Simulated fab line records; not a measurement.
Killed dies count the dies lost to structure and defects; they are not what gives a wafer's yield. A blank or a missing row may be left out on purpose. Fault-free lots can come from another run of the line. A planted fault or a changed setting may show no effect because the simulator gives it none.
Which tool did it? | flow rit cmos | 6 lots, 18 wafers sampled, at 3 steps of a route of 202

WHAT THE GAUGES SHOWED, per wafer
RIT_M1_CD_MEAS_09: target cd 2600 nm.
lot  | measured    | on        | cd nm (nm)
L847 | day 3 13:16 | cd sem-02 | 2601.7 2599.0 2599.8
L849 | day 4 02:38 | cd sem-02 | 2601.2 2599.5 2601.6
L851 | day 4 09:58 | cd sem-02 | 2605.3 2604.7 2603.2
L853 | day 4 23:13 | cd sem-02 | 2604.9 2605.2 2602.7
L858 | day 5 22:28 | cd sem-02 | 2601.0 2598.1 2598.4
L866 | day 7 16:44 | cd sem-02 | 2583.5 2582.3 2580.7

EACH LOT AND THE TOOL THAT RAN IT (in order: tool; ch and the chambers of the sampled wafers; start)
lot  | RIT_SILICIDE_SPUTTER_01     | RIT_M1_EXPOSE_06
L847 | pvd sputter-04, day 3 08:49 | iline stepper-02 ch 0, day 3 12:50
L849 | pvd sputter-01, day 3 22:17 | iline stepper-01 ch 0, day 4 02:12
L851 | pvd sputter-01, day 4 05:53 | iline stepper-01 ch 0, day 4 09:32
L853 | pvd sputter-02, day 4 18:46 | iline stepper-02 ch 0, day 4 22:45
L858 | pvd sputter-04, day 5 17:44 | iline stepper-02 ch 0, day 5 21:46
L866 | pvd sputter-04, day 7 12:35 | iline stepper-02 ch 0, day 7 16:18
- RIT_SILICIDE_SPUTTER_01: material Ti, target thk 30 nm, time 246.4 s.
- RIT_M1_EXPOSE_06: exposes mask M12, target cd 2600 nm.

THE ANSWER, worked out from the rows above alone
Rule: the usual values come from the lots themselves. Put in order of their means at a reading, lots are off if they are a third of the lots or fewer, leave a main group of 4 or more, and stand apart from it by a gap of 3 or more times the standard deviation of the main group's means; of several such gaps the widest counts. Not used: any main group whose means are identical at the precision the tables above print for the reading. A lot without any number at a reading at which 4 lots or more have one is off too. Where the step has rows for the other lots, those lots are counted as sound.
Off at RIT_M1_CD_MEAS_09 (cd nm): L866. Main group: mean 2601.8 nm, sd 2.2.
A tool fits if, at a process step before that reading, it ran every lot that is off, and no sound lot after the first of them. Gauges at RIT_M1_CD_MEAS_09: tried the same way as those tools. Can't be told from this: 3 tools fit, pvd sputter-04 at RIT_SILICIDE_SPUTTER_01, iline stepper-02 at RIT_M1_EXPOSE_06, cd sem-02 at RIT_M1_CD_MEAS_09.

WHAT HAD BEEN PUT IN BY THE SIMULATOR
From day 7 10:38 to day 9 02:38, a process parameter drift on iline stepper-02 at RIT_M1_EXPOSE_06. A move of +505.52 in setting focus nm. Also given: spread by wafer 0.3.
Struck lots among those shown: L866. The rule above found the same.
